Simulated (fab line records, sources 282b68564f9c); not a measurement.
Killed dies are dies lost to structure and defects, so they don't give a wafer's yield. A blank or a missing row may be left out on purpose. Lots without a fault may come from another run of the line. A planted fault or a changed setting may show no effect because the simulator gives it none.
fab line records | flow rit_cmos
record lots=13 wafers=39 last_day=7
route steps=202 shown ACTIVE@14
lots that met no fault: from a run of the same line without faults
start_h: hours from the record's first day to the start of the lot's first wafer shown | wait_h: hours since the lot's step before | " the same as in the row above | L1.1+2: a row that stands for several wafers | - no value, or no start given | * or withheld: withheld | < > ~ a bound
route shown NAME@n: a module of which the file shows steps, and the number in the route of the first | usual: mean/standard deviation of fault-free wafers | same: alike in all rows | chamber/n: place in a boat | sites: the reading at each site | _std_site: their standard deviation | _edge_site: outer sites' mean less inner sites' | radius_mm: how far each site lies from the wafer's centre | mask NAME#n: copy n | behind: the tool/chamber that last shaped the wafer | hold: why the lot was held/for how many hours/how that ended | device: the transistor (n, p or np) that didn't switch | end of line: the same wafers' tests at the end of the route | a step without rows: its recipe alone | killed: dies lost to structure and defects at the first sort, not the wafer's yield | map: a wafer's dies, x killed, . not, _ none there
set.NAME: the setting as run; set.NAME@STEP: as run at that earlier step | model.NAME: the simulator's own value behind a step, which no gauge read
steps of the route over a sample of lots; a table a step, a row a wafer
services: from which hour (start_h, from the record's first day; less than 0 if before it) a tool's chamber was out of use, for how many hours, and why
## steps
# step RIT_ACTIVE_ETCH_13
# recipe stop_on=SiO2 chemistry=SF6 target=Si3N4 time_s=210 over_etch_frac=0.4 SF6_flow_sccm=200 pressure_mtorr=260 rf_w=125 target_depth_a=2100
# usual drypump_motor_current_A=5.9/0.45 oes_product_au=0.826/0.015 over_etch_frac=0.4/0 rf_fwd_power_W=124.6/0.4 throttle_valve_pct=7.55/0.13
# columns lot.wafer tool chamber start_h wait_h drypump_motor_current_A oes_product_au over_etch_frac rf_fwd_power_W rf_hours_counter_h throttle_valve_pct
L595.4 rie_diel-03 3 14.83 0.1 6.3 0.822 0.4 125.1 - 7.44
L595.5 " 2 " " 6.5 0.822 0.4 124.2 - 7.57
L595.6 " 0 " " 6.0 0.849 0.4 125.1 - 7.67
L596.2 rie_diel-04 2 19.83 0.1 6.1 0.828 0.4 124.7 163 7.62
L596.3 " 0 " " 5.1 0.858 0.4 124.9 161 7.53
L596.5 " 1 " " 5.9 0.849 0.4 124.3 - 7.56
L598.1 rie_diel-03 1 29.71 0.1 5.7 0.835 0.4 124.6 115 7.79
L598.2 " 3 " " 6.3 0.816 0.4 125.2 3 7.44
L598.6 " 0 " " 6.0 0.837 0.4 125.1 - 7.66
L599.2 rie_diel-01 1 34.84 0.1 6.7 0.813 0.4 124.8 77 7.32
L599.5 " 2 " " 5.5 0.833 0.4 124.7 - 7.41
L599.6 " 1 " " 6.8 0.809 0.4 124.0 - 7.33
L601.1 rie_diel-04 2 44.84 0.1 6.1 0.827 0.4 124.7 164 7.62
L601.2 " 0 " " 5.1 0.842 0.4 124.1 161 7.55
L601.5 " 3 " " 5.6 0.813 0.4 125.0 - 7.61
L602.1 rie_diel-03 3 49.83 0.1 6.3 0.822 0.4 124.4 4 7.43
L602.3 " 0 " " 6.0 0.834 0.4 125.2 1 7.67
L602.5 " 1 " " 5.7 0.832 0.4 124.4 - 7.79
L603.4 rie_diel-03 1 54.90 0.1 5.7 0.837 0.4 124.0 - 7.78
L603.5 " 0 " " 6.0 0.838 0.4 124.0 - 7.67
L603.6 " 3 " " 6.3 0.826 0.4 125.3 - 7.45
L605.4 rie_diel-03 3 65.82 0.1 6.3 0.822 0.4 124.2 4 7.44
L605.5 " 1 " " 5.7 0.836 0.4 124.2 - 7.79
L605.6 " 0 " " 6.0 0.841 0.4 124.2 - 7.67
L607.3 rie_diel-01 3 74.90 0.1 5.5 0.820 0.4 123.8 22 7.41
L607.4 " 1 " " 6.8 0.819 0.4 124.9 78 7.34
L607.5 " 2 " " 5.5 0.832 0.4 124.8 - 7.41
L608.2 rie_diel-01 2 79.71 0.1 5.5 0.841 0.4 124.7 42 7.42
L608.4 " 3 " " 5.5 0.812 0.4 124.4 22 7.39
L608.6 " 3 " " 5.5 0.809 0.4 124.4 - 7.41
L611.1 rie_diel-01 3 96.18 0.1 5.5 0.814 0.4 125.0 23 7.38
L611.2 " 1 " " 6.8 0.820 0.4 125.1 78 7.32
L611.6 " 0 " " 5.4 0.806 0.4 124.5 - 7.62
L617.3 rie_diel-01 2 126.71 0.1 5.5 0.731 0.84824 125.2 43 7.42
L617.4 " 0 " " 5.4 0.800 0.4 124.2 126 7.61
L617.6 " 2 " " 5.5 0.723 0.84824 124.9 - 7.40
L618.3 rie_diel-03 2 129.83 0.1 6.5 0.838 0.4 124.7 1 7.57
L618.4 " 0 " " 6.0 0.843 0.4 124.7 2 7.66
L618.5 " 2 " " 6.5 0.820 0.4 124.4 - 7.58
## services
# columns tool chamber start_h hours kind
rie_diel-03 0 -8.90 - clean
rie_diel-03 0 -8.90 12.9 scheduled_down
rie_diel-03 0 -8.90 12.9 vent_cycle
rie_diel-03 1 11.05 4.1 repair
rie_diel-03 2 19.47 10.6 repair
rie_diel-03 0 20.97 8.3 repair
rie_diel-04 0 21.44 8.9 repair
rie_diel-03 2 30.08 - clean
rie_diel-03 2 30.08 16.6 scheduled_down
rie_diel-03 2 30.08 16.6 vent_cycle
rie_diel-04 - 46.30 14.6 pm
rie_diel-03 2 49.00 5.9 repair
rie_diel-04 0 87.92 - clean
rie_diel-04 0 87.92 14.5 scheduled_down
rie_diel-04 0 87.92 14.5 vent_cycle
rie_diel-04 2 99.12 2.3 repair
rie_diel-04 2 102.39 - clean
rie_diel-04 2 102.39 20.0 scheduled_down
rie_diel-04 2 102.39 20.0 vent_cycle
rie_diel-04 3 122.35 - clean
rie_diel-04 3 122.35 20.5 scheduled_down
rie_diel-04 3 122.35 20.5 vent_cycle
## key
first_sign step=RIT_ACTIVE_ETCH_13 reading=over_etch_frac direction=up sigmas=99+ usual=0.4 struck=0.84824
effect step=RIT_ACTIVE_ETCH_13 reading=oes_product_au direction=down sigmas=6.6 usual=0.826 struck=0.727
met_at RIT_ACTIVE_ETCH_13
struck_lots L617
struck_wafers L617.3,L617.6
sort_left_out L617.3,L617.6
tester_left_out L617
onset_between 79.71 126.71
fault kind=process_parameter_drift tool=rie_diel-01 chamber=2 onset_h=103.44 steps=RIT_ACTIVE_ETCH_13 channel=over_etch_frac offset=0.44824 shape=step end_h=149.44 acts_in=these_recipes_only stated=0.4
# tester_left_out: of these lots the tester's yield and bins aren't shown, on N5 and GAA mostly nor the transistor test; their killed dies are dies lost to structure and defects alone, not to doping, threshold or leakage, so they don't give the yield
# sort_left_out: the simulated sort isn't trusted on such a fault, so these wafers' sort isn't shown, and their yield isn't known
